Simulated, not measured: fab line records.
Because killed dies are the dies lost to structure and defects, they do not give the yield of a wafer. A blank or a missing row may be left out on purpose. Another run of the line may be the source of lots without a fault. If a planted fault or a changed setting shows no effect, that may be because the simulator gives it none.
Chamber matching -- flow berkeley cmos170 -- cmp-01 running UCB170_V2_CMP_02: 4 sister chambers
The step polishes SiO2. 8 wafers are shown with their chamber, then 7 later ones without.

== WAFERS PAIRED WITH THEIR CHAMBERS ==
wafer,chamber,motor current A (A),slurry flow ml min
L969.4,0,14.6,148.8
L970.4,3,16.8,150.0
L970.6,3,17.3,150.1
L979.2,1,15.9,149.5
L979.5,2,14.2,149.0
L979.6,1,15.8,149.5
L983.2,2,14.5,149.3
L983.4,0,15.4,150.6

== WAFERS WITHOUT THEIR CHAMBER ==
wafer,motor current A (A),slurry flow ml min
L983.6,16.9,150.2
L986.2,16.0,149.9
L986.3,16.3,149.9
L986.5,16.3,149.0
L987.1,15.3,150.4
L987.2,14.8,150.3
L987.6,15.1,151.2

== WHICH CHAMBER EACH ONE RAN IN ==
wafer,from the rows above,in truth
L983.6,3,3
L986.2,1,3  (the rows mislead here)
L986.3,can't be placed: 1 or 3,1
L986.5,can't be placed: 1 or 3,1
L987.1,can't be placed: 0 or 1 or 2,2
L987.2,can't be placed: 0 or 2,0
L987.6,can't be placed: 0 or 1 or 2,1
1 of 7 placed correctly. Not placeable from these rows: 5 (in 5, the candidates include the true chamber). Wrongly placed: 1.
How it was worked out, from the rows above alone: a wafer's distance from a chamber is the root of the sum, over the readings, of the square of ((its reading less the chamber's mean) divided by the reading's scatter). If the next closest chamber is less than 2 further off than the closest, the wafer can't be placed; otherwise it belongs to the closest. Each chamber's mean is taken over the wafers shown for it. The scatter: take each reading less its chamber's mean, square it, sum over the shown wafers, divide by the number of wafers less the number of chambers, and take the root.
